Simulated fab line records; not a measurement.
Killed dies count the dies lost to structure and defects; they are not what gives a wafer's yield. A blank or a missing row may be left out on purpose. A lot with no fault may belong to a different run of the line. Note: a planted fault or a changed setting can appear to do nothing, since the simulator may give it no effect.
Which tool did it?    flow ritCmos    21 wafers from 7 lots sampled at 2 of the route's 202 steps

## WHAT THE GAUGES SHOWED, per wafer
RIT_SILICIDE_THK_MEAS_03: measures by xrf.
lot   measured     on            SILICIDE_TI_THK (nm)
L224  day 3 08:55  filmMetro-01  30.0 29.3 29.7
L234  day 5 14:17  filmMetro-04  29.0 29.3 29.3
L241  day 7 00:50  filmMetro-04  29.5 30.2 29.4
L243  day 7 09:13  filmMetro-04  29.9 30.6 30.1
L245  day 7 22:37  filmMetro-04  30.0 30.2 29.5

## WHAT TOOL EACH LOT RAN ON (gives the tool, then ch and the chambers of the sampled wafers, and finally the start)
lot   RIT_ACTIVE_DEVELOP_10
L224  lithoTrack-01 ch 0, day 1 19:00
L229  lithoTrack-01 ch 0, day 2 22:00
L231  lithoTrack-01 ch 0, day 3 07:00
L234  lithoTrack-02 ch 0, day 3 22:00
L241  lithoTrack-02 ch 0, day 5 10:00
L243  lithoTrack-02 ch 0, day 5 18:00
L245  lithoTrack-02 ch 0, day 6 06:00
- RIT_ACTIVE_DEVELOP_10: develop time 50 s.

## THE ANSWER, worked out from the rows above alone
Rule: the lots themselves supply what counts as usual. The widest of any qualifying gaps counts: lots, ordered by their means at a reading, are off when they make up no more than a third of the lots, leave a main group of 4 or more, and stand apart from it by 3 or more times the standard deviation of that group's means. A main group whose means are all the same, to the digits that the tables above print for the reading, isn't used. A lot without any number at a reading at which 4 lots or more have one is off too. All remaining lots with rows at the step are treated as sound.
Across all readings shown, no lot is off: no conclusion can be drawn from this.

## WHAT THE SIMULATOR HAD INSERTED
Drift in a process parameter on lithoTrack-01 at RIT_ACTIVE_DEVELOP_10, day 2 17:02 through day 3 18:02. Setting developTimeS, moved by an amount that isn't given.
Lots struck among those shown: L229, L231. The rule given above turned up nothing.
